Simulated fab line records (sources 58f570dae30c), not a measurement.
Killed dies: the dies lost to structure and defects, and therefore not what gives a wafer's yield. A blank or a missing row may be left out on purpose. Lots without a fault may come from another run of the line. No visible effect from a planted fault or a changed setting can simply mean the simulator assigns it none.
Chamber matching || flow berkeley cmos170 || rie diel-01 running UCB170_CONTACT_ETCH_17: 4 sister chambers
The step etches BARC in N2/H2. 4 wafers are shown with their chamber, then 7 later ones without.

WAFERS WITH THEIR CHAMBER
{"wafer": "L752.2", "chamber": 3, "throttle valve pct (%)": 13.02}
{"wafer": "L752.5", "chamber": 0, "throttle valve pct (%)": 13.33}
{"wafer": "L754.1", "chamber": 1, "throttle valve pct (%)": 13.35}
{"wafer": "L754.4", "chamber": 2, "throttle valve pct (%)": 13.58}

WAFERS WHOSE CHAMBER IS MISSING
{"wafer": "L754.6", "throttle valve pct (%)": 13.58}
{"wafer": "L756.1", "throttle valve pct (%)": 13.01}
{"wafer": "L756.2", "throttle valve pct (%)": 13.60}
{"wafer": "L756.4", "throttle valve pct (%)": 13.33}
{"wafer": "L761.2", "throttle valve pct (%)": 13.58}
{"wafer": "L761.4", "throttle valve pct (%)": 13.03}
{"wafer": "L761.6", "throttle valve pct (%)": 13.32}

EACH ONE'S CHAMBER
{"wafer": "L754.6", "from the rows above": 2, "in truth": 2}
{"wafer": "L756.1", "from the rows above": 3, "in truth": 3}
{"wafer": "L756.2", "from the rows above": 2, "in truth": 2}
{"wafer": "L756.4", "from the rows above": 0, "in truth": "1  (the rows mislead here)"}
{"wafer": "L761.2", "from the rows above": 2, "in truth": 2}
{"wafer": "L761.4", "from the rows above": 3, "in truth": 3}
{"wafer": "L761.6", "from the rows above": 0, "in truth": 0}
6 of 7 placed correctly. Number that these rows cannot place: 0. Wrongly placed: 1.
How it was worked out, from the rows above alone: a wafer's distance from a chamber is the root of the sum, over the readings, of the square of ((its reading less the chamber's mean) divided by the reading's scatter). The wafer belongs to the nearest chamber; if the next one is less than 2 further off, it can't be placed. Each chamber's mean is taken over the wafers shown for it. The scatter: root of mean squared gap, hidden wafer to nearest shown wafer, with one shown wafer a chamber.
